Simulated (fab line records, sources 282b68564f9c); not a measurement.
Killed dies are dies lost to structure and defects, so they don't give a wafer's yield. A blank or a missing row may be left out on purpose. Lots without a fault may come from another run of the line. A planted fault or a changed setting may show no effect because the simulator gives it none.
Which tool did it? | flow rit_cmos | 7 lots, 21 wafers sampled, at 2 steps of a route of 202

WHAT THE GAUGES READ, wafer by wafer
RIT_SDANNEAL_RS_MEAS_06: measures by four-point-probe.
lot  | measured    | on            | PLDD_RS (ohm/sq)
L371 | day 3 07:34 | film_metro-02 | 179.6 179.7 179.4
L373 | day 3 18:26 | film_metro-01 | 179.3 179.0 179.2
L380 | day 5 03:13 | film_metro-02 | 170.8 170.4 171.3
L384 | day 6 02:04 | film_metro-03 | 179.2 179.0 179.3
L389 | day 7 02:53 | film_metro-01 | 178.9 178.2 178.5
L391 | day 7 11:04 | film_metro-03 | 178.2 178.9 178.7
L393 | day 7 22:00 | film_metro-02 | 178.4 178.5 178.7

WHICH TOOL RAN EACH LOT (tool, then ch and the chambers of the sampled wafers, then the start)
lot  | RIT_PLDD_IMPLANT_08
L371 | implanter-01 ch 0, day 3 00:29
L373 | implanter-04 ch 0, day 3 11:52
L380 | implanter-01 ch 0, day 4 20:39
L384 | implanter-04 ch 0, day 5 19:14
L389 | implanter-04 ch 0, day 6 18:56
L391 | implanter-04 ch 0, day 7 04:26
L393 | implanter-02 ch 0, day 7 14:40
- RIT_PLDD_IMPLANT_08

THE ANSWER, worked out from the rows above alone
Rule: what is usual is taken from the lots themselves. Put in order of their means at a reading, lots are off if they are a third of the lots or fewer, leave a main group of 4 or more, and stand apart from it by a gap of 3 or more times the standard deviation of the main group's means; of several such gaps the widest counts. A main group whose means are all the same, to the digits that the tables above print for the reading, isn't used. A lot without any number at a reading at which 4 lots or more have one is off too. The other lots that the step has rows for count as sound.
Off: L380, at RIT_SDANNEAL_RS_MEAS_06 (PLDD_RS). The main group: mean 178.9 ohm/sq, standard deviation 0.4.
A tool fits if, at a process step before that reading, it ran every lot that is off, and no sound lot after the first of them. The gauges at RIT_SDANNEAL_RS_MEAS_06 are tried like those tools. One fits: implanter-01 at RIT_PLDD_IMPLANT_08. Its last sound lot is L371 (day 3 00:29), its first lot that is off L380 (day 4 20:39): a fault that began between those two fits.

WHAT THE SIMULATOR HAD PUT IN
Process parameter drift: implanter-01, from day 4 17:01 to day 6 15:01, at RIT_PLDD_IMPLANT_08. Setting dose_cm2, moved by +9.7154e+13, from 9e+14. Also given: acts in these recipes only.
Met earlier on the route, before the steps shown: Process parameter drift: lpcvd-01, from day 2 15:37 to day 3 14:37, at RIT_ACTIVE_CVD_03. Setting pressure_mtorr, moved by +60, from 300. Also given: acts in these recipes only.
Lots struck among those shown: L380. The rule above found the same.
